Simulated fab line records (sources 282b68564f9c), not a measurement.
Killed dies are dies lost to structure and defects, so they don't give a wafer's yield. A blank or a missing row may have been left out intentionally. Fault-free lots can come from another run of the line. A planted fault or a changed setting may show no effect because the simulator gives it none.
Which tool did it? -- flow rit-cmos -- 42 wafers from 14 lots sampled at 6 of the route's 202 steps

## WHAT EACH GAUGE READ, for each wafer
RIT_GATE_OVL_MEAS_17.
lot,measured,on,GATE_OVL (nm)
L714,day 2 18:46,overlay-01,-0.1 -2.0 -1.7
L715,day 2 21:08,overlay-02,2.1 1.8 2.1
L716,day 3 08:19,overlay-01,-0.3 -1.9 -0.3
L717,day 3 08:34,overlay-01,-1.1 0.7 -0.9
L718,day 3 13:30,overlay-01,1.2 1.4 0.0
L720,day 3 21:14,overlay-02,-0.4 -0.1 0.6
L719,day 3 21:32,overlay-01,-1.3 0.8 -0.7
L722,day 4 04:38,overlay-01,-1.4 0.5 1.5
L728,day 5 12:52,overlay-01,0.6 -0.8 -2.4
L730,day 5 20:14,overlay-02,1.6 0.4 -0.8
L733,day 6 12:28,overlay-02,3.0 2.9 2.8
L735,day 6 23:15,overlay-02,-0.8 -0.2 -0.8
L736,day 7 07:31,overlay-01,-0.4 2.0 1.5
L737,day 7 09:04,overlay-02,-0.5 -1.1 -1.3

RIT_PLDD_OVL_MEAS_06.
lot,measured,on,PLDD_OVL (nm)
L714,day 3 00:50,overlay-02,1.1 1.2 0.2
L715,day 3 04:00,overlay-01,-1.2 -1.4 -0.6
L716,day 3 15:23,overlay-02,0.8 -1.2 -0.2
L717,day 3 15:37,overlay-01,0.0 1.3 0.2
L718,day 3 19:41,overlay-01,-0.1 1.7 0.7
L720,day 4 03:21,overlay-02,0.1 -0.3 0.4
L719,day 4 05:20,overlay-02,-0.2 -0.9 2.0
L722,day 4 11:41,overlay-02,-0.3 -1.3 0.0
L728,day 5 18:57,overlay-02,-0.4 0.5 0.5
L730,day 6 02:46,overlay-01,-0.1 -2.1 1.1
L733,day 6 18:44,overlay-02,0.4 0.8 1.9
L735,day 7 05:17,overlay-02,-0.9 -2.5 -0.2
L736,day 7 14:22,overlay-01,-0.3 -1.2 -2.9
L737,day 7 15:05,overlay-01,1.5 -0.9 -0.8

RIT_M1_RS_MEAS_01: measurement is done with a four-point probe.
lot,measured,on,M1_AL_RS (ohm/sq)
L714,day 3 10:52,film-metro-02,0.0717 0.0726 0.0727
L715,day 3 16:32,film-metro-01,0.0731 0.0731 0.0737
L716,day 4 02:23,film-metro-02,0.0731 0.0728 0.0732
L717,day 4 01:53,film-metro-02,0.0732 0.0722 0.0716
L718,day 4 05:59,film-metro-04,0.0724 0.0730 0.0732
L720,day 4 14:29,film-metro-01,0.0727 0.0735 0.0727
L719,day 4 16:23,film-metro-01,0.0746 0.0739 0.0751
L722,day 4 23:00,film-metro-04,0.0729 0.0730 0.0725
L728,day 6 05:29,film-metro-01,0.0602 0.0598 0.0602
L730,day 6 14:18,film-metro-02,0.0598 0.0598 0.0597
L733,day 7 07:36,film-metro-02,0.0737 0.0739 0.0735
L735,day 7 15:59,film-metro-01,0.0740 0.0734 0.0733
L736,day 8 00:48,film-metro-04,0.0717 0.0715 0.0715
L737,day 8 02:16,film-metro-01,0.0730 0.0735 0.0740

RIT_M1_THK_MEAS_02: measures by xrf.
lot,measured,on,M1_AL_THK (nm)
L714,day 3 10:57,film-metro-02,413 407 406
L715,day 3 16:40,film-metro-01,407 409 403
L716,day 4 02:29,film-metro-02,404 403 401
L717,day 4 01:59,film-metro-02,402 410 412
L718,day 4 06:05,film-metro-04,405 402 404
L720,day 4 14:36,film-metro-01,411 406 410
L719,day 4 16:30,film-metro-01,399 401 397
L722,day 4 23:07,film-metro-04,404 403 406
L728,day 6 05:37,film-metro-01,492 495 494
L730,day 6 14:25,film-metro-02,494 494 492
L733,day 7 07:43,film-metro-02,405 403 403
L735,day 7 16:06,film-metro-01,398 404 406
L736,day 8 00:55,film-metro-04,413 412 414
L737,day 8 02:23,film-metro-01,404 403 400

## WHAT TOOL EACH LOT RAN ON (gives the tool, then ch and the chambers of the sampled wafers, and finally the start)
lot,RIT_SILICIDE_RTA_04,RIT_M1_SPUTTER_00
L714,"rtp-anneal-01 ch 0, day 3 08:01","pvd-sputter-03, day 3 10:30"
L715,"rtp-anneal-02 ch 0, day 3 13:37","pvd-sputter-02, day 3 16:15"
L716,"rtp-anneal-02 ch 0, day 3 23:40","pvd-sputter-02, day 4 02:04"
L717,"rtp-anneal-02 ch 0, day 3 23:05","pvd-sputter-03, day 4 01:33"
L718,"rtp-anneal-01 ch 0, day 4 03:04","pvd-sputter-03, day 4 05:40"
L720,"rtp-anneal-02 ch 0, day 4 11:37","pvd-sputter-04, day 4 14:11"
L719,"rtp-anneal-01 ch 0, day 4 13:23","pvd-sputter-03, day 4 16:05"
L722,"rtp-anneal-01 ch 0, day 4 19:59","pvd-sputter-03, day 4 22:41"
L728,"rtp-anneal-01 ch 0, day 6 02:27","pvd-sputter-02, day 6 05:12"
L730,"rtp-anneal-01 ch 0, day 6 11:16","pvd-sputter-02, day 6 13:58"
L733,"rtp-anneal-02 ch 0, day 7 04:47","pvd-sputter-03, day 7 07:16"
L735,"rtp-anneal-02 ch 0, day 7 13:04","pvd-sputter-03, day 7 15:40"
L736,"rtp-anneal-01 ch 0, day 7 22:02","pvd-sputter-04, day 8 00:29"
L737,"rtp-anneal-02 ch 0, day 7 23:12","pvd-sputter-03, day 8 01:58"
- RIT_SILICIDE_RTA_04: time 10 s, ramp up 5 s, ramp down 5 s.
- RIT_M1_SPUTTER_00: material Al, target thk 400 nm, time 500 s.

## WHAT THE TOOLS THEMSELVES READ (means of the sampled wafers that have a number; where no wafer has one, the mark that the record gives instead)
RIT_SILICIDE_RTA_04.
lot,tool,wafer_temp_C_max
L714,rtp-anneal-01,652.8
L715,rtp-anneal-02,655.3
L716,rtp-anneal-02,653.9
L717,rtp-anneal-02,654.3
L718,rtp-anneal-01,652.6
L720,rtp-anneal-02,654.2
L719,rtp-anneal-01,652.6
L722,rtp-anneal-01,652.6
L728,rtp-anneal-01,652.4
L730,rtp-anneal-01,652.3
L733,rtp-anneal-02,655.4
L735,rtp-anneal-02,655.6
L736,rtp-anneal-01,652.3
L737,rtp-anneal-02,654.0

RIT_M1_SPUTTER_00.
lot,tool,throttle-valve-pct (%)
L714,pvd-sputter-03,29.5
L715,pvd-sputter-02,30.2
L716,pvd-sputter-02,30.9
L717,pvd-sputter-03,29.4
L718,pvd-sputter-03,29.5
L720,pvd-sputter-04,30.9
L719,pvd-sputter-03,29.5
L722,pvd-sputter-03,29.4
L728,pvd-sputter-02,30.0
L730,pvd-sputter-02,30.1
L733,pvd-sputter-03,29.6
L735,pvd-sputter-03,29.5
L736,pvd-sputter-04,30.8
L737,pvd-sputter-03,29.4

## THE ANSWER, worked out from the rows above alone
Rule: what is usual is taken from the lots themselves. Put in order of their means at a reading, lots are off if they are a third of the lots or fewer, leave a main group of 4 or more, and stand apart from it by a gap of 3 or more times the standard deviation of the main group's means; of several such gaps the widest counts. A main group is skipped when, at the precision printed for the reading in the tables above, its means are all equal. Also off: a lot with no number at a reading for which 4 or more lots have one. All remaining lots with rows at the step are treated as sound. After the gauges, taken in route order, come the tools' own readings; for these a lot's mean is taken, as printed above. At the first step where some lot is off, the reading lying furthest off is the one used; lots without a number count as furthest.
Off: at RIT_M1_RS_MEAS_01 (M1_AL_RS), L728, L730. The main group has a mean of 0.0730 ohm/sq with a standard deviation of 0.00074.
If a tool, at a process step before that reading, ran all the lots that are off and no sound lot after the first of them, it fits. The gauges at RIT_M1_RS_MEAS_01 are tried like those tools. One candidate fits, namely pvd-sputter-02 at RIT_M1_SPUTTER_00. Its last sound lot is L716 (day 4 02:04), its first lot that is off L728 (day 6 05:12): a fault that began between those two fits.

## WHAT HAD BEEN PUT IN BY THE SIMULATOR
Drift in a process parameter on pvd-sputter-02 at RIT_M1_SPUTTER_00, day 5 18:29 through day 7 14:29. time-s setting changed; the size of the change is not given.
Struck lots among those shown: L728, L730. The rule given above showed the same thing.
